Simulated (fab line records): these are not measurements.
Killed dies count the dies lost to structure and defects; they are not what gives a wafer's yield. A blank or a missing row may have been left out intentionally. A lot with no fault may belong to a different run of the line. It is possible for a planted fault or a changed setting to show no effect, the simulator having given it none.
8D (eight disciplines) problem report, filled in by code | flow berkeley cmos170 | the parts of the form that need people (team, actions taken, sign-off) are left out

## 1. PROBLEM STATEMENT
Mean V1_POLISHED_THK at UCB170_V1_THK_MEAS_04: 934.5 nm over 6 wafers in 2 lots; fault-free wafers: 1000.3 nm, standard deviation 1. That puts it -66 standard deviations away from the usual mean.
Earliest sighting: wafer L802.3 on film metro-02 at day 12 03:02. At this step, 42 wafers from 14 lots have a number in the record. By rule, "out" or "out of limits" means more than 4 standard deviations away from the usual mean. The other wafers with a number count as sound.

## 2. WHAT IT IS AND WHAT IT IS NOT
question                    | is                           | is not
which readings at this step | V1_POLISHED_THK              | -
which lots                  | L802, L804                   | L781, L784, L785, L786, L787, L788, L789, L791, L792, L793, L794, L796
which wafers of those lots  | all that have a number       | -
read on which gauges        | film metro-02, film metro-03 | film metro-01
when                        | from day 12 03:02            | up to then (36 sound wafers)

## 3. SUSPECTS, AND WHAT RULES EACH OUT
Counting: a tool at a process step up to the reading stays a suspect if it ran every lot that is out and no sound lot after the first of them.
- the gauge at UCB170_V1_THK_MEAS_04: ruled out. 2 gauges (film metro-02, film metro-03) read the wafers that are out.
- pecvd-02 at UCB170_V1_CVD_00 (deposits SiO2 from TEOS/O2, target thk 2000 nm, time 250 s): kept. Every lot that is out went through it, starting with L802 (day 12 02:22), and after that it ran no sound lot; the last sound lot it ran before then is L791 (day 9 09:46).
Remaining after the count: pecvd-02 at UCB170_V1_CVD_00.

## 4. THE CAUSE (what the simulator had put in)
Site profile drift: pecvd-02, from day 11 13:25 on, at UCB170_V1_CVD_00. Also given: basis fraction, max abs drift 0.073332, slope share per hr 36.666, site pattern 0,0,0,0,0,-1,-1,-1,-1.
The count eliminated every tool but this one.

## 5. THE CHAIN OF EFFECTS, in route order
Each row: a reading where the mean over the struck wafers with a number is more than 3 standard deviations away from the usual. Only readings whose record carries a usual standard deviation are examined. hours: median over the lots of the time between each lot's start at the first step of this table that gives one and its start at this step. sigmas: the change, counted in usual standard deviations.
hours | step                  | reading         | usual     | on struck wafers | change | sigmas
0     | UCB170_V1_THK_MEAS_04 | V1_POLISHED_THK | 1000.3 nm | 934.5            | -65.8  | -66

## 6. WHAT WOULD HAVE CAUGHT IT SOONER
14 hours passed between the start of the fault at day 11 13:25 and the first reading out of limits at a measuring or inspecting step in this record, taken at day 12 03:02.
Of the tool readings at UCB170_V1_CVD_00 for which the record gives a usual standard deviation, none was out on any struck wafer, so an alarm limit of 4 standard deviations on them would not have fired.
Each of the lots that are out, 2 in all, had begun UCB170_V1_CVD_00 on pecvd-02 no later than day 12 03:02. Tool hold at that time: it would have spared none of them.
